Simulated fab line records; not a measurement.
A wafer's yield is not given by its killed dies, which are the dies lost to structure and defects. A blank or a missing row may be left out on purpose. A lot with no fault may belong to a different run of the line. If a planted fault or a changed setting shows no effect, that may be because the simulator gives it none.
Which tool did it? | flow berkeley-cmos170 | Sampling: 14 lots, 42 wafers, 6 of 331 route steps

WHAT EACH GAUGE READ, for each wafer
UCB170_SDANNEAL_RS_MEAS_02: measures by four-point-probe.
lot  | measured     | on            | PSD_RS (ohm/sq)
L684 | day 7 17:50  | film-metro-02 | 75.5 75.5 75.7
L683 | day 7 17:47  | film-metro-03 | 75.6 75.5 75.7
L685 | day 8 09:32  | film-metro-03 | 75.7 75.7 75.5
L688 | day 8 17:20  | film-metro-04 | 75.4 75.4 75.5
L691 | day 9 09:45  | film-metro-02 | 83.9 84.2 84.0
L689 | day 9 10:17  | film-metro-03 | 84.2 83.8 84.1
L700 | day 11 06:27 | film-metro-03 | 75.4 75.6 75.6
L698 | day 11 06:53 | film-metro-04 | 75.7 75.4 75.5
L701 | day 12 14:35 | film-metro-04 | 76.1 76.4 76.5
L702 | day 12 14:34 | film-metro-03 | 74.7 74.8 75.0
L704 | day 13 02:34 | film-metro-04 | 76.0 75.9 75.7
L703 | day 13 02:34 | film-metro-03 | 75.7 75.5 75.3
L706 | day 13 10:17 | film-metro-03 | 75.6 75.4 75.4
L705 | day 13 10:44 | film-metro-02 | 75.7 75.6 75.3

UCB170_SDANNEAL_RS_MEAS_03: measures by four-point-probe.
lot  | measured     | on            | NSD_RS (ohm/sq)
L684 | day 7 19:59  | film-metro-02 | 37.63 37.66 37.78
L683 | day 7 17:55  | film-metro-03 | 37.63 37.51 37.66
L685 | day 8 09:40  | film-metro-03 | 37.57 37.48 37.45
L688 | day 8 17:28  | film-metro-04 | 37.70 37.78 37.80
L691 | day 9 09:52  | film-metro-02 | 38.84 38.75 38.86
L689 | day 9 10:25  | film-metro-03 | 38.79 38.86 38.85
L700 | day 11 06:34 | film-metro-03 | 37.60 37.52 37.62
L698 | day 11 07:00 | film-metro-04 | 37.66 37.66 37.81
L701 | day 12 14:43 | film-metro-04 | 37.76 37.76 37.87
L702 | day 12 14:41 | film-metro-03 | 37.53 37.62 37.66
L704 | day 13 02:41 | film-metro-04 | 37.76 37.69 37.76
L703 | day 13 02:41 | film-metro-03 | 37.66 37.64 37.70
L706 | day 13 10:24 | film-metro-03 | 37.53 37.48 37.51
L705 | day 13 10:52 | film-metro-02 | 37.70 37.68 37.67

UCB170_SDANNEAL_RS_MEAS_04: measures by four-point-probe.
lot  | measured     | on            | PLDD_RS (ohm/sq)
L684 | day 7 20:06  | film-metro-02 | 1032.3 1031.3 1031.5
L683 | day 7 18:02  | film-metro-03 | 1031.9 1033.6 1034.0
L685 | day 8 09:47  | film-metro-03 | 1030.2 1030.7 1029.5
L688 | day 8 17:35  | film-metro-04 | 1032.9 1032.4 1034.8
L691 | day 9 09:59  | film-metro-02 | 1044.5 1044.5 1047.7
L689 | day 9 10:32  | film-metro-03 | 1038.5 1038.2 1039.7
L700 | day 11 06:41 | film-metro-03 | 1024.7 1030.0 1029.2
L698 | day 11 07:07 | film-metro-04 | 1035.9 1035.6 1034.6
L701 | day 12 14:50 | film-metro-04 | 1038.2 1036.4 1035.1
L702 | day 12 14:49 | film-metro-03 | 1033.7 1032.4 1033.6
L704 | day 13 02:48 | film-metro-04 | 1031.6 1032.5 1031.1
L703 | day 13 02:48 | film-metro-03 | 1036.6 1031.5 1031.6
L706 | day 13 10:31 | film-metro-03 | 1029.1 1026.9 1030.2
L705 | day 13 10:59 | film-metro-02 | 1034.7 1031.3 1032.9

WHICH TOOL RAN EACH LOT (tool, then ch and the chambers of the sampled wafers, then the start)
lot  | UCB170_GATE_STRIP_16                 | UCB170_BACKSIDE_STRIP_03             | UCB170_SDANNEAL_RTA_01
L684 | plasma-asher-03 ch 0,1, day 6 20:42  | plasma-asher-03 ch 0,1, day 7 17:26  | rtp-anneal-01 ch 0, day 7 17:46
L683 | plasma-asher-02 ch 0,1, day 6 20:50  | plasma-asher-04 ch 0,1, day 7 17:23  | rtp-anneal-02 ch 0, day 7 17:44
L685 | plasma-asher-02 ch 0,1, day 7 17:43  | plasma-asher-03 ch 0,1, day 8 09:08  | rtp-anneal-02 ch 0, day 8 09:28
L688 | plasma-asher-03 ch 0,1, day 8 00:35  | plasma-asher-01 ch 0,1, day 8 16:56  | rtp-anneal-01 ch 0, day 8 17:17
L691 | plasma-asher-02 ch 0,1, day 8 17:13  | plasma-asher-03 ch 0,1, day 9 09:21  | rtp-anneal-02 ch 0, day 9 09:41
L689 | plasma-asher-02 ch 0,1, day 8 17:29  | plasma-asher-01 ch 0,1, day 9 09:48  | rtp-anneal-02 ch 0, day 9 10:13
L700 | plasma-asher-03 ch 0,1, day 10 11:55 | plasma-asher-04 ch 0,1, day 11 06:02 | rtp-anneal-01 ch 0, day 11 06:23
L698 | plasma-asher-02 ch 0,1, day 10 12:14 | plasma-asher-04 ch 0,1, day 11 06:29 | rtp-anneal-01 ch 0, day 11 06:49
L701 | plasma-asher-04 ch 0,1, day 11 21:03 | plasma-asher-04 ch 0,1, day 12 13:46 | rtp-anneal-01 ch 0, day 12 14:31
L702 | plasma-asher-03 ch 0,1, day 11 21:20 | plasma-asher-01 ch 0,1, day 12 14:01 | rtp-anneal-02 ch 0, day 12 14:31
L704 | plasma-asher-04 ch 0,1, day 12 04:35 | plasma-asher-04 ch 0,1, day 12 22:53 | rtp-anneal-02 ch 0, day 13 02:30
L703 | plasma-asher-03 ch 0,1, day 12 04:51 | plasma-asher-03 ch 0,1, day 12 22:53 | rtp-anneal-01 ch 0, day 13 02:30
L706 | plasma-asher-04 ch 0,1, day 12 13:08 | plasma-asher-04 ch 0,1, day 13 07:40 | rtp-anneal-02 ch 0, day 13 10:13
L705 | plasma-asher-03 ch 0,1, day 12 13:27 | plasma-asher-01 ch 0,1, day 13 07:48 | rtp-anneal-02 ch 0, day 13 10:20
- UCB170_GATE_STRIP_16: strips in O2.
- UCB170_BACKSIDE_STRIP_03: strips in O2.
- UCB170_SDANNEAL_RTA_01: time 5 s.

AS READ BY THE TOOLS THEMSELVES (means over the sampled wafers that have a number; for cases with no such wafer, the mark the record gives instead)
UCB170_GATE_STRIP_16.
lot  | tool            | drypump-motor-current-A (A) | oes-product-au (a.u.)
L684 | plasma-asher-03 | 5.6                         | 0.722
L683 | plasma-asher-02 | 6.0                         | 0.726
L685 | plasma-asher-02 | 6.3                         | 0.724
L688 | plasma-asher-03 | 5.6                         | 0.723
L691 | plasma-asher-02 | 6.0                         | 0.723
L689 | plasma-asher-02 | 6.0                         | 0.720
L700 | plasma-asher-03 | 5.6                         | 0.726
L698 | plasma-asher-02 | 6.0                         | 0.720
L701 | plasma-asher-04 | 6.3                         | 0.724
L702 | plasma-asher-03 | 5.6                         | 0.727
L704 | plasma-asher-04 | 6.2                         | 0.728
L703 | plasma-asher-03 | 5.2                         | 0.721
L706 | plasma-asher-04 | 6.4                         | 0.725
L705 | plasma-asher-03 | 5.6                         | 0.726

UCB170_BACKSIDE_STRIP_03.
lot  | tool            | drypump-motor-current-A (A) | oes-product-au (a.u.) | strip-time-to-endpoint-s (s)
L684 | plasma-asher-03 | 5.6                         | 0.732                 | 22.06
L683 | plasma-asher-04 | 6.3                         | 0.733                 | 22.01
L685 | plasma-asher-03 | 5.6                         | 0.737                 | 21.99
L688 | plasma-asher-01 | 5.9                         | 0.733                 | 21.90
L691 | plasma-asher-03 | 5.6                         | 0.735                 | 21.95
L689 | plasma-asher-01 | 5.9                         | 0.735                 | 21.95
L700 | plasma-asher-04 | 6.3                         | 0.732                 | 21.96
L698 | plasma-asher-04 | 6.4                         | 0.736                 | 21.90
L701 | plasma-asher-04 | 6.4                         | 0.732                 | 22.01
L702 | plasma-asher-01 | 5.5                         | 0.734                 | 22.00
L704 | plasma-asher-04 | 6.4                         | 0.734                 | 22.01
L703 | plasma-asher-03 | 5.6                         | 0.734                 | 22.06
L706 | plasma-asher-04 | 6.3                         | 0.735                 | 22.05
L705 | plasma-asher-01 | 5.9                         | 0.735                 | 22.05

UCB170_SDANNEAL_RTA_01.
lot  | tool          | chamber-o2-ppm | lamp-power-pct (%) | wafer_temp_C_max
L684 | rtp-anneal-01 | 1.990          | 41.8               | 1054.6
L683 | rtp-anneal-02 | 1.996          | 38.7               | 1053.1
L685 | rtp-anneal-02 | 2.005          | 38.7               | 1053.0
L688 | rtp-anneal-01 | 2.016          | 41.8               | 1054.6
L691 | rtp-anneal-02 | 2.003          | 37.1               | 1053.9
L689 | rtp-anneal-02 | 2.002          | 37.0               | 1052.9
L700 | rtp-anneal-01 | 2.002          | 41.8               | 1054.2
L698 | rtp-anneal-01 | 1.998          | 41.8               | 1054.8
L701 | rtp-anneal-01 | 2.029          | 41.8               | 1054.6
L702 | rtp-anneal-02 | 1.991          | 38.7               | 1052.8
L704 | rtp-anneal-02 | 1.957          | 38.7               | 1053.1
L703 | rtp-anneal-01 | 1.982          | 41.8               | 1054.4
L706 | rtp-anneal-02 | 1.978          | 38.7               | 1053.6
L705 | rtp-anneal-02 | 2.006          | 38.7               | 1052.8

THE ANSWER, worked out from the rows above alone
Rule: what is usual is taken from the lots themselves. The widest of any qualifying gaps counts: lots, ordered by their means at a reading, are off when they make up no more than a third of the lots, leave a main group of 4 or more, and stand apart from it by 3 or more times the standard deviation of that group's means. A main group whose means are all the same, to the digits that the tables above print for the reading, isn't used. Also off: a lot with no number at a reading for which 4 or more lots have one. Where the step has rows for the other lots, those lots are counted as sound. After the gauges, taken in route order, come the tools' own readings; for these a lot's mean is taken, as printed above. At the first step where some lot is off, the reading lying furthest off is the one used; lots without a number count as furthest.
Off: L691, L689, seen at UCB170_SDANNEAL_RS_MEAS_02 (PSD_RS). Main group: mean 75.6 ohm/sq, sd 0.32.
If a tool, at a process step before that reading, ran all the lots that are off and no sound lot after the first of them, it fits. Gauges at UCB170_SDANNEAL_RS_MEAS_02: tried the same way as those tools. None of those tried fits.

WHAT THE SIMULATOR HAD PUT IN
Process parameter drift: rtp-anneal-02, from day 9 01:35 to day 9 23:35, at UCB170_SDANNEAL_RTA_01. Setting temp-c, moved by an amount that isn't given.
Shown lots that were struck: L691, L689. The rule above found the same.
